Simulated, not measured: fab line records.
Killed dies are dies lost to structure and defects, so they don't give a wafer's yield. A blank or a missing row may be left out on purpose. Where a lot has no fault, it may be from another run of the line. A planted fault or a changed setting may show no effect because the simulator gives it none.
Problem report in the 8D (eight disciplines) form, filled by code ; flow rit_cmos ; the parts of the form that need people (team, actions taken, sign-off) are left out

1. THE ISSUE
ACTIVE_NITRIDE_THK at RIT_ACTIVE_THK_MEAS_04 reads a mean of 119.8 nm on 3 wafers of 1 lot; wafers without a fault read 149.9 nm with a standard deviation of 1.2. Measured from the usual mean, that is -25 standard deviations.
Earliest sighting: wafer L452.2 on film_metro-01 at day 5 02:32. The record holds 39 wafers of 13 lots with a number at this step. By rule, "out" or "out of limits" means more than 4 standard deviations away from the usual mean. Any other wafer with a number is counted as sound.

2. WHAT IT IS, WHAT IT ISN'T
question;is;is not
which readings at this step;ACTIVE_NITRIDE_THK;-
which lots;L452;L435, L436, L441, L442, L444, L445, L446, L447, L451, L454, L456, L458
which wafers of those lots;all that have a number;-
read on which gauges;film_metro-01;film_metro-03, film_metro-04
when;from day 5 02:32;"up to then (27 sound wafers); but 9 sound wafers of L454, L456, L458 came after"

3. WHAT RULES OUT EACH SUSPECT
Counting: a tool at a process step up to the reading stays a suspect if it ran every lot that is out and no sound lot after the first of them.
- ruled out: the gauge at RIT_ACTIVE_THK_MEAS_04. All the wafers that are out were read on film_metro-01, but those of them that RIT_ACTIVE_ETCH_13 has rows for are out there too, on other tools.
- lpcvd-02 at RIT_ACTIVE_CVD_03 (deposits Si3N4 from SiH2Cl2/NH3, target thk 150 nm, time 1500 s): kept. It ran the lot that is out, L452 (day 5 01:07), and no sound lot after that; its last sound lot up to then is L446 (day 3 19:07).
After counting, what remains is lpcvd-02 at RIT_ACTIVE_CVD_03.

4. THE CAUSE (what the simulator had put in)
lpcvd-02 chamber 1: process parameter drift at RIT_ACTIVE_CVD_03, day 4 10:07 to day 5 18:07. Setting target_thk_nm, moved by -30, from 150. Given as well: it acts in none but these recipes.
Counting left only this tool.

5. SEQUENCE OF EFFECTS, ordered by route
Each row: a reading where the mean over the struck wafers with a number is more than 3 standard deviations away from the usual. Only readings for which the record gives a usual standard deviation are gone through. hours: the time from each lot's start at the first step in this table that gives one to its start at this step, as a median over the lots. sigmas: the change in usual standard deviations.
hours;step;reading;usual;on struck wafers;change;sigmas
0;RIT_ACTIVE_THK_MEAS_04;ACTIVE_NITRIDE_THK;149.9 nm;119.8;-30.1;-25
1;RIT_ACTIVE_ETCH_13;oes_product_au;0.818 a.u.;0.732;-0.086;-7.2
The process steps in it:
- RIT_ACTIVE_ETCH_13: etches Si3N4 in SF6, stops on SiO2, time 210 s, target depth 210 nm.
Later steps that measure or inspect, where all struck wafers having a row at the step show a number for every such reading and not one has moved that far: RIT_GATE_OVL_MEAS_17.

6. HOW IT WOULD HAVE BEEN CAUGHT EARLIER
Counted from the fault's start at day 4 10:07, it took 16 hours until the first out-of-limits reading at a measuring or inspecting step in this record, taken at day 5 02:32.
Of the tool readings at RIT_ACTIVE_CVD_03 for which the record gives a usual standard deviation, none was out on any struck wafer, so an alarm limit of 4 standard deviations on them would not have fired.
Each of the lots that are out, 1 in all, had begun RIT_ACTIVE_CVD_03 on lpcvd-02 no later than day 5 02:32. A hold on the tool at that time would have spared none of them.
